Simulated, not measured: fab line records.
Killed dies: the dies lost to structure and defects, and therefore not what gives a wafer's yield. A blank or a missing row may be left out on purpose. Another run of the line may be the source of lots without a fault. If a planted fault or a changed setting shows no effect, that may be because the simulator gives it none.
8D (eight disciplines) problem report, filled in by code ; flow berkeley-cmos170 ; the parts of the form that need people (team, actions taken, sign-off) are left out

== 1. WHAT IS WRONG ==
Wafers free of any fault read 2 nm (standard deviation 5) for CONTACT_OVL at UCB170_CONTACT_OVL_MEAS_16, against a mean of -128 nm on 12 wafers of 4 lots. That is -26 standard deviations from the usual mean.
First seen on wafer L272.4, day 8 08:55, on overlay-02. Wafers with a number at this step in the record: 45, from 15 lots. Rule for "out", or "out of limits": more than 4 standard deviations from the usual mean. All remaining wafers that have a number are taken as sound.

== 2. WHAT IT IS AND WHAT IT IS NOT ==
question;is;is not
which readings at this step;CONTACT_OVL;-
which lots;L270, L271, L272, L273;L265, L266, L267, L268, L269, L278, L281, L285, L286, L287, L288
which wafers of those lots;all that have a number;-
read on which gauges;overlay-01, overlay-02;-
when;from day 8 08:55;"up to then (15 sound wafers); but 18 sound wafers of L278, L281, L285, L286, L287, L288 came after"

== 3. WHAT RULES OUT EACH SUSPECT ==
Counting: a tool at a process step up to the reading stays a suspect if it ran every lot that is out and no sound lot after the first of them.
- ruled out: the gauge at UCB170_CONTACT_OVL_MEAS_16. 2 gauges (overlay-01, overlay-02) read the wafers that are out.
- krf-scanner-02 at UCB170_CONTACT_EXPOSE_12 (exposes mask CONT, target cd 700 nm): kept. It processed each lot that is out, first L272 at day 8 08:27, and no sound lot thereafter; up to then, the last sound lot it processed was L268 at day 8 06:58.
After counting, what remains is krf-scanner-02 at UCB170_CONTACT_EXPOSE_12.

== 4. THE CAUSE (what the simulator had put in) ==
Scanner matching overlay: krf-scanner-02, from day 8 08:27 on, at UCB170_CONTACT_EXPOSE_12. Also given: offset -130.
Only this tool survived the counting.

== 5. SEQUENCE OF EFFECTS, ordered by route ==
Each row: a reading whose mean over the struck wafers that have a number lies more than 3 standard deviations from the usual. Only readings for which the record gives a usual standard deviation are gone through. hours: the time from each lot's start at the first step in this table that gives one to its start at this step, as a median over the lots. sigmas: the change in usual standard deviations.
hours;step;reading;usual;on struck wafers;change;sigmas
0;UCB170_CONTACT_OVL_MEAS_16;CONTACT_OVL;2 nm;-128;-130;-26

== 6. WHAT WOULD HAVE CAUGHT IT SOONER ==
0 hours passed between the start of the fault at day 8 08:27 and the first reading out of limits at a measuring or inspecting step in this record, taken at day 8 08:55.
Tool readings at UCB170_CONTACT_EXPOSE_12 with a usual standard deviation given in the record: none out on any struck wafer, hence no alarm at a limit of 4 standard deviations on them.
Among the 4 lots that are out, L271, L273 began UCB170_CONTACT_EXPOSE_12 on krf-scanner-02 after day 8 08:55. A hold on the tool at that time would have spared those 2.
